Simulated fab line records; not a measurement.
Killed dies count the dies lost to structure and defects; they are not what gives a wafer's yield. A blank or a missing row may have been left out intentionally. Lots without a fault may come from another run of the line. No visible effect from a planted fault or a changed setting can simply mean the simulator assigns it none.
Which tool is to blame? :: flow berkeley cmos170 :: 11 lots with 33 wafers sampled at 2 steps, on a route of 331 steps

## WHAT EACH GAUGE READ, for each wafer
UCB170_PFIELD_TW_MEAS_09.
lot: L864
measured: day 4 01:14
on: film metro-01
PFIELD_TW: 608 606 608

lot: L865
measured: day 4 16:41
on: film metro-01
PFIELD_TW: 605 604 606

lot: L866
measured: day 5 02:10
on: film metro-01
PFIELD_TW: 608 608 611

lot: L868
measured: day 5 02:18
on: film metro-01
PFIELD_TW: 607 609 608

lot: L867
measured: day 5 02:31
on: film metro-02
PFIELD_TW: 601 600 600

lot: L869
measured: day 6 01:20
on: film metro-01
PFIELD_TW: 604 604 606

lot: L872
measured: day 6 11:46
on: film metro-01
PFIELD_TW: 606 605 606

lot: L873
measured: day 6 11:59
on: film metro-04
PFIELD_TW: 1344 1352 1347

lot: L871
measured: day 6 12:02
on: film metro-02
PFIELD_TW: 1350 1343 1343

lot: L870
measured: day 6 12:11
on: film metro-04
PFIELD_TW: 1350 1349 1347

lot: L874
measured: day 7 05:41
on: film metro-04
PFIELD_TW: 1356 1349 1353

## WHAT TOOL EACH LOT RAN ON (gives the tool, then ch and the chambers of the sampled wafers, and finally the start)
lot: L864
UCB170_PFIELD_IMPLANT_07: implanter-03 ch 0, day 4 00:59

lot: L865
UCB170_PFIELD_IMPLANT_07: implanter-02 ch 0, day 4 16:25

lot: L866
UCB170_PFIELD_IMPLANT_07: implanter-03 ch 0, day 5 01:56

lot: L868
UCB170_PFIELD_IMPLANT_07: implanter-02 ch 0, day 5 02:04

lot: L867
UCB170_PFIELD_IMPLANT_07: implanter-01 ch 0, day 5 02:16

lot: L869
UCB170_PFIELD_IMPLANT_07: implanter-02 ch 0, day 6 01:06

lot: L872
UCB170_PFIELD_IMPLANT_07: implanter-01 ch 0, day 6 11:30

lot: L873
UCB170_PFIELD_IMPLANT_07: implanter-01 ch 0, day 6 11:45

lot: L871
UCB170_PFIELD_IMPLANT_07: implanter-03 ch 0, day 6 11:47

lot: L870
UCB170_PFIELD_IMPLANT_07: implanter-01 ch 0, day 6 11:59

lot: L874
UCB170_PFIELD_IMPLANT_07: implanter-03 ch 0, day 7 05:26
- UCB170_PFIELD_IMPLANT_07

## AS READ BY THE TOOLS THEMSELVES (means over the sampled wafers that have a number; for cases with no such wafer, the mark the record gives instead)
UCB170_PFIELD_IMPLANT_07.
lot: L864
tool: implanter-03
beam energy keV: 80.012
tilt deg (degrees): 7.010

lot: L865
tool: implanter-02
beam energy keV: 79.983
tilt deg (degrees): 7.009

lot: L866
tool: implanter-03
beam energy keV: 79.993
tilt deg (degrees): 6.964

lot: L868
tool: implanter-02
beam energy keV: 80.001
tilt deg (degrees): 7.010

lot: L867
tool: implanter-01
beam energy keV: 79.972
tilt deg (degrees): 6.998

lot: L869
tool: implanter-02
beam energy keV: 80.013
tilt deg (degrees): 6.997

lot: L872
tool: implanter-01
beam energy keV: 80.007
tilt deg (degrees): 6.997

lot: L873
tool: implanter-01
beam energy keV: 80.020
tilt deg (degrees): 7.008

lot: L871
tool: implanter-03
beam energy keV: 80.014
tilt deg (degrees): 6.980

lot: L870
tool: implanter-01
beam energy keV: 80.017
tilt deg (degrees): 7.037

lot: L874
tool: implanter-03
beam energy keV: 80.041
tilt deg (degrees): 7.002

## THE ANSWER, worked out from the rows above alone
Rule: usual is defined by the lots themselves. Put in order of their means at a reading, lots are off if they are a third of the lots or fewer, leave a main group of 4 or more, and stand apart from it by a gap of 3 or more times the standard deviation of the main group's means; of several such gaps the widest counts. If all means in a main group match to the digits the tables above print for the reading, that group is not used. A lot without any number at a reading at which 4 lots or more have one is off too. All remaining lots with rows at the step are treated as sound. First the gauges in route order, then the tools' own readings, where a lot's mean is used as printed above. At the first step where some lot is off, the reading lying furthest off is the one used; lots without a number count as furthest.
Across all readings shown, no lot is off: no conclusion can be drawn from this.

## WHAT THE SIMULATOR PUT IN
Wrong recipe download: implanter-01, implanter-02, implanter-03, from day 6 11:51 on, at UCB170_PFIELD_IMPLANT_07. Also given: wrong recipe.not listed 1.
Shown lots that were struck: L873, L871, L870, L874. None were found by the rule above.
